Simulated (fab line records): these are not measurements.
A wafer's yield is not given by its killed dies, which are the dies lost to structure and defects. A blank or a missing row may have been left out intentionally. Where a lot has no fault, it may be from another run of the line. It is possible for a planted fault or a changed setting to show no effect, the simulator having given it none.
Which of the tools did it? :: flow ritCmos :: Sampling: 13 lots, 39 wafers, 2 of 202 route steps

== WHAT THE GAUGES SHOWED, per wafer ==
RIT_SPACER_THK_MEAS_04. Usual: SPACER_NITRIDE_THK 247.8 nm, standard deviation 2.6.
lot: L291
measured: day 2 21:56
on: filmMetro-02
SPACER_NITRIDE_THK (nm): 248.4 248.4 246.9
flag: 

lot: L292
measured: day 3 03:34
on: filmMetro-04
SPACER_NITRIDE_THK (nm): 246.8 248.1 246.8
flag: 

lot: L293
measured: day 3 08:20
on: filmMetro-04
SPACER_NITRIDE_THK (nm): 250.2 249.3 250.6
flag: 

lot: L294
measured: day 3 12:58
on: filmMetro-04
SPACER_NITRIDE_THK (nm): 251.9 250.6 250.0
flag: 

lot: L295
measured: day 3 16:50
on: filmMetro-02
SPACER_NITRIDE_THK (nm): 244.3 245.4 245.7
flag: 

lot: L296
measured: day 3 23:25
on: filmMetro-01
SPACER_NITRIDE_THK (nm): 249.5 249.1 249.0
flag: 

lot: L297
measured: day 4 03:20
on: filmMetro-02
SPACER_NITRIDE_THK (nm): 247.0 246.5 246.7
flag: 

lot: L298
measured: day 4 09:32
on: filmMetro-01
SPACER_NITRIDE_THK (nm): 250.4 246.9 249.3
flag: 

lot: L302
measured: day 5 04:28
on: filmMetro-04
SPACER_NITRIDE_THK (nm): 248.8 249.7 250.9
flag: 

lot: L305
measured: day 5 21:46
on: filmMetro-04
SPACER_NITRIDE_THK (nm): 334.1 333.2 333.9 334.3 333.1 333.6
flag: OFF

lot: L306
measured: day 6 04:34
on: filmMetro-01
SPACER_NITRIDE_THK (nm): 332.1 332.7 333.1 332.2 332.4 333.0
flag: OFF

lot: L309
measured: day 6 15:28
on: filmMetro-04
SPACER_NITRIDE_THK (nm): 248.1 247.0 246.3
flag: 

lot: L310
measured: day 6 22:10
on: filmMetro-02
SPACER_NITRIDE_THK (nm): 245.2 241.6 246.4
flag: 

== TOOL THAT RAN EACH LOT (tool first, then ch and the chambers of the sampled wafers, then the start) ==
lot: L291
RIT_SPACER_CVD_03: lpcvd-02 ch 1, day 2 20:00

lot: L292
RIT_SPACER_CVD_03: lpcvd-02 ch 1, day 3 01:38

lot: L293
RIT_SPACER_CVD_03: lpcvd-01 ch 0, day 3 06:25

lot: L294
RIT_SPACER_CVD_03: lpcvd-01 ch 0, day 3 11:03

lot: L295
RIT_SPACER_CVD_03: lpcvd-02 ch 1, day 3 14:55

lot: L296
RIT_SPACER_CVD_03: lpcvd-01 ch 1, day 3 21:29

lot: L297
RIT_SPACER_CVD_03: lpcvd-01 ch 0, day 4 01:25

lot: L298
RIT_SPACER_CVD_03: lpcvd-01 ch 0, day 4 07:36

lot: L302
RIT_SPACER_CVD_03: lpcvd-02 ch 0, day 5 02:34

lot: L305
RIT_SPACER_CVD_03: lpcvd-02 ch 1, day 5 19:51

lot: L306
RIT_SPACER_CVD_03: lpcvd-02 ch 1, day 6 02:40

lot: L309
RIT_SPACER_CVD_03: lpcvd-01 ch 0, day 6 13:33

lot: L310
RIT_SPACER_CVD_03: lpcvd-01 ch 0, day 6 20:14
- RIT_SPACER_CVD_03: deposits Si3N4 from SiH2Cl2/NH3, target thk 250 nm, time 3300 s.

== AS READ BY THE TOOLS THEMSELVES (means over the sampled wafers that have a number; for cases with no such wafer, the mark the record gives instead) ==
RIT_SPACER_CVD_03. Usual: nh3FlowSccm 150.0 sccm, standard deviation 0.45; susceptorTempC 810.0 C, standard deviation 0.32; zonePowerLoadPct 19.4 %, standard deviation 1.6.
lot: L291
tool: lpcvd-02
nh3FlowSccm (sccm): 150.1
susceptorTempC (C): 810.0
zonePowerLoadPct (%): 18.0
flag: 

lot: L292
tool: lpcvd-02
nh3FlowSccm (sccm): 149.6
susceptorTempC (C): 810.3
zonePowerLoadPct (%): 17.8
flag: 

lot: L293
tool: lpcvd-01
nh3FlowSccm (sccm): 149.6
susceptorTempC (C): 810.0
zonePowerLoadPct (%): 21.2
flag: 

lot: L294
tool: lpcvd-01
nh3FlowSccm (sccm): 150.3
susceptorTempC (C): 810.3
zonePowerLoadPct (%): 21.3
flag: 

lot: L295
tool: lpcvd-02
nh3FlowSccm (sccm): 150.0
susceptorTempC (C): 809.9
zonePowerLoadPct (%): 18.0
flag: 

lot: L296
tool: lpcvd-01
nh3FlowSccm (sccm): 150.2
susceptorTempC (C): 810.1
zonePowerLoadPct (%): 21.2
flag: 

lot: L297
tool: lpcvd-01
nh3FlowSccm (sccm): 150.0
susceptorTempC (C): 809.9
zonePowerLoadPct (%): 21.2
flag: 

lot: L298
tool: lpcvd-01
nh3FlowSccm (sccm): 150.3
susceptorTempC (C): 809.8
zonePowerLoadPct (%): 21.4
flag: 

lot: L302
tool: lpcvd-02
nh3FlowSccm (sccm): 150.5
susceptorTempC (C): 810.0
zonePowerLoadPct (%): 18.4
flag: 

lot: L305
tool: lpcvd-02
nh3FlowSccm (sccm): 225.1
susceptorTempC (C): 809.9
zonePowerLoadPct (%): 18.1
flag: OFF

lot: L306
tool: lpcvd-02
nh3FlowSccm (sccm): 225.2
susceptorTempC (C): 810.5
zonePowerLoadPct (%): 18.0
flag: OFF

lot: L309
tool: lpcvd-01
nh3FlowSccm (sccm): 150.3
susceptorTempC (C): 810.1
zonePowerLoadPct (%): 21.6
flag: 

lot: L310
tool: lpcvd-01
nh3FlowSccm (sccm): 150.1
susceptorTempC (C): 810.1
zonePowerLoadPct (%): 21.4
flag: 

== THE ANSWER, worked out from the rows above alone ==
Rule: a lot counts as off when the mean over its wafers that have a number is more than 3 standard deviations away from the usual mean. A lot without any number at a reading at which 4 lots or more have one is off too. Where the step has rows for the other lots, those lots are counted as sound. The gauges are gone through in route order, then the tools' own readings, and for those a lot's mean is taken as printed above. The first step at which some lot is off is used, and at that step the reading that is off furthest; a lot without a number counts as furthest.
Off: L305, L306, at RIT_SPACER_THK_MEAS_04 (SPACER_NITRIDE_THK).
A tool fits if, at a process step before that reading, it ran every lot that is off, and no sound lot after the first of them. Not tried: the gauges at RIT_SPACER_THK_MEAS_04; whatever is off there is also off at RIT_SPACER_CVD_03, on other tools, and gauge error can't account for it. One candidate fits, namely lpcvd-02 at RIT_SPACER_CVD_03. A fault onset in the window from L302 (day 5 02:34, its last sound lot) to L305 (day 5 19:51, its first lot off) fits.
On the lots that are off, the tool's own readings at RIT_SPACER_CVD_03 differ by more than 5 times the standard deviation of the sound lots' means, which bears it out; nh3FlowSccm reads 225.1 sccm there versus 150.1 sccm on the sound lots.

== WHAT WAS PUT IN BY THE SIMULATOR ==
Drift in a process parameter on lpcvd-02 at RIT_SPACER_CVD_03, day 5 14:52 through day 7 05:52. From 150, the setting nh3FlowSccm moved by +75. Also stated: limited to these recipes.
Shown lots that were struck: L305, L306. This agrees with what the rule above found.
